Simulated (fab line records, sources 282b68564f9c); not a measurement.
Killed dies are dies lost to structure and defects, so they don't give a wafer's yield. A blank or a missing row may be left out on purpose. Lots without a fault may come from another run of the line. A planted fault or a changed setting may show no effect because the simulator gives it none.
A struck lot beside a sound one | flow rit_cmos | 44 steps out of a route of 202
Sound: wafers L878.1, L878.2, L878.4. Struck: wafers L885.2, L885.4, L885.6. The cause comes at the end.
At each step with rows: each side's tool, then ch and its chambers, then its first start. Under that, the readings that differ: sound wafers | struck wafers | difference of the means | sigmas: that difference in standard deviations of wafers without a fault.
alike: readings whose means differ by less than 2 such deviations, and words and numbers that are the same on both sides. not compared: withheld readings, readings that some wafer has no value for, bounds like >300 that may hide the same value, and numbers for which the record gives no deviation and whose values overlap.
The two part at a step that has a row with sigmas, a row that says differs or no value, or rows on one side only. Numbers that don't overlap but have no deviation are shown without sigmas and don't part them. A reading that every wafer of one side lacks parts them only if that side has two wafers or more.

first, 1 step without rows for these wafers: RIT_ACTIVE_DEVELOP_10 (develop time 50 s).
RIT_ACTIVE_CD_MEAS_11: target cd 1400 nm.
  sound on cd_sem-01, day 1 14:34; struck on cd_sem-02, day 3 03:04
  alike: cd_nm
then, 1 step without rows for these wafers: RIT_ACTIVE_HARDBAKE_12 (time 60 s).
RIT_ACTIVE_ETCH_13: etches Si3N4 in SF6, stops on SiO2, time 210 s, target depth 210 nm.
  sound on rie_diel-01 ch 0,1,2, day 1 14:59; struck on rie_diel-04 ch 1,2,3, day 3 03:31
  alike: drypump_motor_current_A, oes_product_au, throttle_valve_pct
  not compared: rf_hours_counter_h
RIT_ACTIVE_STRIP_14: strips in O2, time 180 s.
  sound on plasma_asher-01 ch 0,1, day 1 15:07; struck on plasma_asher-03 ch 1, day 3 03:39
  alike: drypump_motor_current_A
  not compared: rf_hours_counter_h
RIT_ACTIVE_CD_MEAS_90: target cd 1400 nm.
  sound on cd_sem-01, day 1 15:17; struck on cd_sem-02, day 3 03:50
  alike: cd_nm
then, 4 steps without rows for these wafers: RIT_ACTIVE_CLEAN_15 (cleans in SC1, time 600 s); RIT_ACTIVE_CLEAN_16 (cleans in dHF, time 30 s); RIT_ACTIVE_CLEAN_17 (cleans in SC2, time 600 s); RIT_FOX1_OXIDATION_00 (target thk 350.7 nm, ox time 1130 s).
RIT_FOX1_THK_MEAS_01:
  sound on film_metro-02, day 1 20:23; struck on film_metro-04, day 3 06:54
  alike: FOX1_OXIDE_THK
then, 1 step without rows for these wafers: RIT_FOX1_WET_ETCH_02 (etches SiO2 in BOE, target depth 350 nm, time 390 s).
RIT_FOX2_OXIDATION_00: target thk 350.7 nm, ox time 1130 s.
  sound on furnace-03 ch 0, day 2 00:52; struck on furnace-01 ch 0, day 3 07:20
  reading                                     | sound                | struck               | difference | sigmas
  spike_tc_centre_C (C)                       | 1103.4 1104.3 1102.4 | 1116.2 1116.7 1118.1 | +13.6      | +11
  spike_tc_load_C (C)                         | 1128 1128 1128       | 1138 1140 1141       | +12        | +3
  spike_tc_source_C (C)                       | 1119 1118 1120       | 1143 1142 1140       | +23        | +6
  tube_center_temp_C (C)                      | 1100 1100 1100.1     | 1114.1 1113.8 1114   | +13.9      | +99 or more
  tube_center_temp_C_max                      | 1102.7 1102.2 1102.8 | 1117.4 1116.2 1116.9 | +14.3      | +29
  model.SiO2_of_FOX2_OXIDATION_00.thk_nm (nm) | 346.7 348 350.9      | 364.1 360.9 362.6    | +14.0      |
RIT_FOX2_THK_MEAS_01:
  sound on film_metro-03, day 2 02:11; struck on film_metro-01, day 3 08:40
  alike: FOX2_OXIDE_THK
then, 2 steps without rows for these wafers: RIT_FOX2_CLEAN_02 (cleans in dHF, time 180 s); RIT_FOX2_WET_ETCH_03 (etches Si3N4 in H3PO4, target depth 195 nm, time 2700 s).
RIT_FOX2_THK_MEAS_90:
  sound on film_metro-01, day 2 03:08; struck on film_metro-02, day 3 09:41
  alike: FIELD_OXIDE_LEFT_1_THK
then, 6 steps without rows for these wafers: RIT_NWELL_HMDS_00 (prime time 58.79 s); RIT_NWELL_COAT_01 (resist thk 1300 nm); RIT_NWELL_SOFTBAKE_02 (time 60 s); RIT_NWELL_EXPOSE_03 (exposes mask M2, target cd 43900 nm); RIT_NWELL_PEB_04; RIT_NWELL_DEVELOP_05 (develop time 68 s).
RIT_NWELL_OVL_MEAS_06:
  sound on overlay-02, day 2 04:11; struck on overlay-02, day 3 10:47
  alike: NWELL_OVL
then, 2 steps without rows for these wafers: RIT_NWELL_HARDBAKE_07 (time 120 s); RIT_NWELL_IMPLANT_08.
RIT_NWELL_STRIP_09: strips in O2, time 180 s.
  sound on plasma_asher-02 ch 0,1, day 2 04:38; struck on plasma_asher-01 ch 0,1, day 3 11:24
  alike: drypump_motor_current_A
  not compared: rf_hours_counter_h
RIT_NWELL_TW_MEAS_10:
  sound on film_metro-01, day 2 04:49; struck on film_metro-01, day 3 11:35
  alike: NWELL_TW
then, 6 steps without rows for these wafers: RIT_PWELL_HMDS_00 (prime time 60 s); RIT_PWELL_COAT_01 (resist thk 1300 nm); RIT_PWELL_SOFTBAKE_02 (time 60 s); RIT_PWELL_EXPOSE_03 (exposes mask M3, target cd 43700 nm); RIT_PWELL_PEB_04; RIT_PWELL_DEVELOP_05 (develop time 68 s).
RIT_PWELL_OVL_MEAS_06:
  sound on overlay-01, day 2 05:52; struck on overlay-02, day 3 12:39
  alike: PWELL_OVL
then, 2 steps without rows for these wafers: RIT_PWELL_HARDBAKE_07 (time 120 s); RIT_PWELL_IMPLANT_08.
RIT_PWELL_STRIP_09: strips in O2, time 180 s.
  sound on plasma_asher-01 ch 0,1, day 2 06:19; struck on plasma_asher-01 ch 0,1, day 3 13:05
  alike: drypump_motor_current_A
  not compared: rf_hours_counter_h
RIT_PWELL_TW_MEAS_10:
  sound on film_metro-01, day 2 06:29; struck on film_metro-03, day 3 13:16
  alike: PWELL_TW
then, 1 step without rows for these wafers: RIT_WELLDRIVE_ANNEAL_00 (time 14700 s).
RIT_WELLDRIVE_RS_MEAS_01: measures by four-point-probe.
  sound on film_metro-03, day 2 12:37; struck on film_metro-03, day 3 20:25
  alike: NWELL_RS
RIT_WELLDRIVE_RS_MEAS_02: measures by four-point-probe.
  sound on film_metro-03, day 2 12:44; struck on film_metro-03, day 3 20:32
  alike: PWELL_RS
RIT_SILICIDE_WET_ETCH_00: etches SiO2 in BOE, target depth 14 nm, time 15 s.
  sound on wet_bench-03 ch 3, day 3 13:10; struck on wet_bench-03 ch 2, day 5 02:52
  reading                                     | sound             | struck            | difference | sigmas
  model.SiO2_of_FOX2_OXIDATION_00.thk_nm (nm) | 146.9 149.2 150.2 | 163.5 160.2 163.2 | +13.5      |
RIT_M1_PROBE_99:
  sound on prober-02, day 3 20:21; struck on prober-01, day 5 11:13
  reading                            | sound                | struck              | difference | sigmas
  model.etest.nldd.width_nm (nm)     | 3186 3187 3177       | 3135 3166 3134      | -38        |
  model.etest.field_n.vt_v (V)       | 34.2 34.35 34.64     | 36.57 36.12 36.38   | +1.96      |
  model.etest.field_p_metal.vt_v (V) | -29.36 -29.68 -29.16 | -28.16 -28.27 -28.8 | +0.99      |
  alike: killed_at_front_end, killed_dies, killed_on_rim, killed_open, killed_short

WHERE THEY PART
Only at RIT_FOX2_OXIDATION_00, within this record. Later steps at which nothing parts them and some readings are alike: RIT_FOX2_THK_MEAS_01, RIT_FOX2_THK_MEAS_90, RIT_NWELL_OVL_MEAS_06, RIT_NWELL_STRIP_09, RIT_NWELL_TW_MEAS_10, RIT_PWELL_OVL_MEAS_06, RIT_PWELL_STRIP_09, RIT_PWELL_TW_MEAS_10, RIT_WELLDRIVE_RS_MEAS_01, RIT_WELLDRIVE_RS_MEAS_02, RIT_M1_PROBE_99.

WHY: what the simulator had put in
Process parameter drift: furnace-01, from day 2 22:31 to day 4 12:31, at RIT_FOX2_OXIDATION_00. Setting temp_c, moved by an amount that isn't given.
